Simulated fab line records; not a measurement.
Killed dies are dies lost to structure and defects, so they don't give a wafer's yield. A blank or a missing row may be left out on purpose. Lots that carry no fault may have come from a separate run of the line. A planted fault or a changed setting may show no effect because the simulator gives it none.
Code-filled problem report in 8D (eight disciplines) form || flow rit_cmos || the parts of the form that need people (team, actions taken, sign-off) are left out

## 1. WHAT WENT WRONG
Across 6 wafers from 2 lots, NWELL_RS at RIT_WELLDRIVE_RS_MEAS_01 averages 269.8 ohm/sq, while fault-free wafers read 275.2 ohm/sq with a standard deviation of 0.77. Measured from the usual mean, that is -7.0 standard deviations.
The step: measures by four-point-probe.
Seen first at day 5 08:23 on film_metro-01, wafer L427.1. The record holds 42 wafers of 14 lots with a number at this step. Rule for "out" (also "out of limits"): further than 4 standard deviations from the usual mean. The other wafers with a number count as sound.

## 2. WHAT IT IS, WHAT IT ISN'T
{"question": "which readings at this step", "is": "NWELL_RS", "is not": "-"}
{"question": "which lots", "is": "L427, L429", "is not": "L412, L413, L414, L415, L416, L417, L418, L419, L420, L424, L432, L434"}
{"question": "which wafers of those lots", "is": "all that have a number", "is not": "-"}
{"question": "read on which gauges", "is": "film_metro-01, film_metro-02", "is not": "film_metro-04"}
{"question": "when", "is": "from day 5 08:23", "is not": "up to then (30 sound wafers); but 6 sound wafers of L432, L434 came after"}

## 3. THE SUSPECTS, EACH WITH WHAT RULES IT OUT
Counting: a tool at any process step up to the reading remains a suspect when it ran all the lots that are out and ran no sound lot after the first of those.
- the gauge at RIT_WELLDRIVE_RS_MEAS_01 is ruled out. Those wafers that are out were read across 2 gauges (film_metro-01, film_metro-02).
- implanter-02 at RIT_NWELL_IMPLANT_08: kept. It processed each lot that is out, first L427 at day 5 01:14, and no sound lot thereafter; up to then, the last sound lot it processed was L420 at day 3 13:49. Its own dose_ions_cm2 readings are out on those wafers.
After counting, what remains is implanter-02 at RIT_NWELL_IMPLANT_08.

## 4. THE CAUSE (what the simulator had put in)
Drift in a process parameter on implanter-02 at RIT_NWELL_IMPLANT_08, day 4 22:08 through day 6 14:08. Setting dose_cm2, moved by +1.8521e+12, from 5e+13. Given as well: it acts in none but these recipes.
This tool alone remained once counting was done.

## 5. THE EFFECT CHAIN, in route order
Each row: a reading where the mean over the struck wafers with a number is more than 3 standard deviations away from the usual. Readings are gone through only where the record gives a usual standard deviation; hours: the median, over the lots, of the time from a lot's start at the first step in this table giving one to that lot's start at this step; sigmas: the change measured in usual standard deviations.
{"hours": 0, "step": "RIT_NWELL_IMPLANT_08", "reading": "dose_ions_cm2", "usual": 5.001e+13, "on struck wafers": 5.184e+13, "change": "+1.835e+12", "sigmas": "+33"}
{"hours": 7, "step": "RIT_WELLDRIVE_RS_MEAS_01", "reading": "NWELL_RS", "usual": "275.2 ohm/sq", "on struck wafers": 269.8, "change": -5.4, "sigmas": -7.0}
{"hours": 44, "step": "RIT_M1_PROBE_99", "reading": "killed_at_M0_to_M3", "usual": 0.0, "on struck wafers": 0.3, "change": "+0.3", "sigmas": "+4.0"}
It contains these process steps:
- RIT_NWELL_IMPLANT_08
- RIT_M1_PROBE_99
Later steps that measure or inspect, where all struck wafers having a row at the step show a number for every such reading and not one has moved that far: RIT_PRETRO_OVL_MEAS_06, RIT_NLDD_OVL_MEAS_06.

## 6. HOW IT WOULD HAVE BEEN CAUGHT EARLIER
Counted from the fault's start at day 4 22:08, it took 10 hours until the first out-of-limits reading at a measuring or inspecting step in this record, taken at day 5 08:23.
The tool's own readings at RIT_NWELL_IMPLANT_08 were out on every struck wafer that the step has a row for (dose_ions_cm2): an alarm limit on them would have fired on the first of those.
L429, from the lots that are out (2), started RIT_NWELL_IMPLANT_08 on implanter-02 later than day 5 08:23. Putting the tool on hold at that point would have spared it.
